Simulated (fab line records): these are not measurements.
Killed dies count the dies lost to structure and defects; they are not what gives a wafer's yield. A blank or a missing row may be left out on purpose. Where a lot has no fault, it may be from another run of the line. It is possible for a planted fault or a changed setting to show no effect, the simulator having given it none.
Which tool was responsible? -- flow ritCmos -- 21 wafers from 7 lots sampled at 2 of the route's 202 steps

WHAT THE GAUGES SHOWED, per wafer
RIT_PLDD_TW_MEAS_10.
lot,measured,on,PLDD_TW
L757,day 3 00:49,filmMetro-01,2343 2338 2334
L761,day 3 23:56,filmMetro-01,2348 2340 2330
L765,day 4 16:44,filmMetro-01,2357 2384 2378
L767,day 5 04:31,filmMetro-02,2317 2314 2308
L769,day 5 13:49,filmMetro-01,2376 2355 2359
L772,day 6 02:51,filmMetro-02,30 30 30
L779,day 7 14:59,filmMetro-02,2321 2304 2315

EACH LOT AND THE TOOL THAT RAN IT (in order: tool; ch and the chambers of the sampled wafers; start)
lot,RIT_NLDD_STRIP_09
L757,"plasmaAsher-03 ch 0,1, day 2 23:13"
L761,"plasmaAsher-03 ch 0,1, day 3 22:20"
L765,"plasmaAsher-02 ch 0,1, day 4 15:10"
L767,"plasmaAsher-04 ch 0,1, day 5 02:43"
L769,"plasmaAsher-04 ch 0,1, day 5 12:06"
L772,"plasmaAsher-04 ch 0,1, day 6 01:15"
L779,"plasmaAsher-02 ch 0,1, day 7 13:15"
- RIT_NLDD_STRIP_09: strips in O2, time 180 s.

THE ANSWER, worked out from the rows above alone
Rule: the usual values come from the lots themselves. Put in order of their means at a reading, lots are off if they are a third of the lots or fewer, leave a main group of 4 or more, and stand apart from it by a gap of 3 or more times the standard deviation of the main group's means; of several such gaps the widest counts. The tables above print the reading to a certain number of digits; a main group whose means all agree to those digits is not used. A lot without any number at a reading at which 4 lots or more have one is off too. Any other lot the step has rows for is counted as sound.
Off: L772, at RIT_PLDD_TW_MEAS_10 (PLDD_TW). Mean 2340 and standard deviation 23 in the main group.
A tool fits if, at a process step before that reading, it ran every lot that is off, and no sound lot after the first of them. Those tools and the gauges at RIT_PLDD_TW_MEAS_10 are tried in the same way. One candidate fits, namely plasmaAsher-04 at RIT_NLDD_STRIP_09. Its last sound lot is L769 (day 5 12:06), its first lot that is off L772 (day 6 01:15): a fault that began between those two fits.

WHAT THE SIMULATOR HAD INSERTED
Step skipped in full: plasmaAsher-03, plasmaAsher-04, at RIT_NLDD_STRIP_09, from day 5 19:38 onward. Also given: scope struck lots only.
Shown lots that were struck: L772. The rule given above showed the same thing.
